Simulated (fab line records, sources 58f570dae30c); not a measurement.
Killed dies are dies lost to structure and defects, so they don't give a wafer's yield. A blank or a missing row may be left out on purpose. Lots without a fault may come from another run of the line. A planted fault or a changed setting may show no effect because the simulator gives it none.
One fault seen from 2 desks | flow berkeley_cmos170 | each desk has only its own numbers; what lay behind them comes last

THE METROLOGY DESK
What the gauges read, lot by lot, whatever tool the lot ran on: means of the sampled wafers that have a number. A lot is out of limits, marked OUT, if its mean lies more than 4 standard deviations from the usual mean; the brackets give that distance.
Columns: A = PVT_OVL at UCB170_PVT_OVL_MEAS_06, usual 0 nm; B = PVT_TW at UCB170_PVT_TW_MEAS_09, usual 510; C = FIELD_OXIDE_LEFT_2_THK at UCB170_FIELD_THK_MEAS_91, usual 361 nm; D = GATE_OXIDE_THK at UCB170_GATE_THK_MEAS_02, usual 6.60 nm; E = GATE_POLY_THK at UCB170_GATE_THK_MEAS_05, usual 213.0 nm; F = cd_nm at UCB170_GATE_CD_MEAS_12, usual 350.3 nm; G = GATE_OVL at UCB170_GATE_OVL_MEAS_13, usual -1 nm
lot  | first seen here | A  | B   | C   | D    | E     | F     | G
L327 | day 6 23:59     | 3  | 505 | 369 | 6.50 | 212.9 | 350.7 | 3
L328 | day 8 02:29     | -4 | 514 | 378 | 6.75 | 216.0 | 350.3 | 3
L341 | day 10 14:52    | 3  | 505 | 339 | 6.63 | 209.2 | 350.6 | -3
L340 | day 10 15:08    | -2 | 507 | 340 | 6.52 | 213.9 | 352.6 | -5
L342 | day 10 15:26    | -4 | 506 | 353 | 6.48 | 211.8 | 350.9 | -3
L344 | day 11 10:00    | 2  | 510 | 363 | 6.59 | 213.7 | 350.8 | -5
This desk's finding: nothing out of limits on any of the 6 lots.

THE TOOL OWNER'S DESK: litho_track-02
The tool's own readings at UCB170_GATE_COAT_07 (resist thk 900 nm): means of the sampled wafers that have a number, for each lot that ran on this tool. A lot is out of limits, marked OUT, if its mean lies more than 4 standard deviations from the usual mean; the brackets give that distance.
Columns: A = spin_speed_rpm at UCB170_GATE_COAT_07, usual 1500.1 rpm
lot  | first seen here | A
L328 | day 8 21:00     | 1500.0
L341 | day 11 06:00    | 1499.3
L340 | day 11 07:00    | 1499.0
This desk's finding: nothing out of limits on any of the 3 lots.

PUT TOGETHER
The metrology desk saw nothing out of limits.
The tool owner's desk saw nothing out of limits.

WHAT THE SIMULATOR HAD PUT IN
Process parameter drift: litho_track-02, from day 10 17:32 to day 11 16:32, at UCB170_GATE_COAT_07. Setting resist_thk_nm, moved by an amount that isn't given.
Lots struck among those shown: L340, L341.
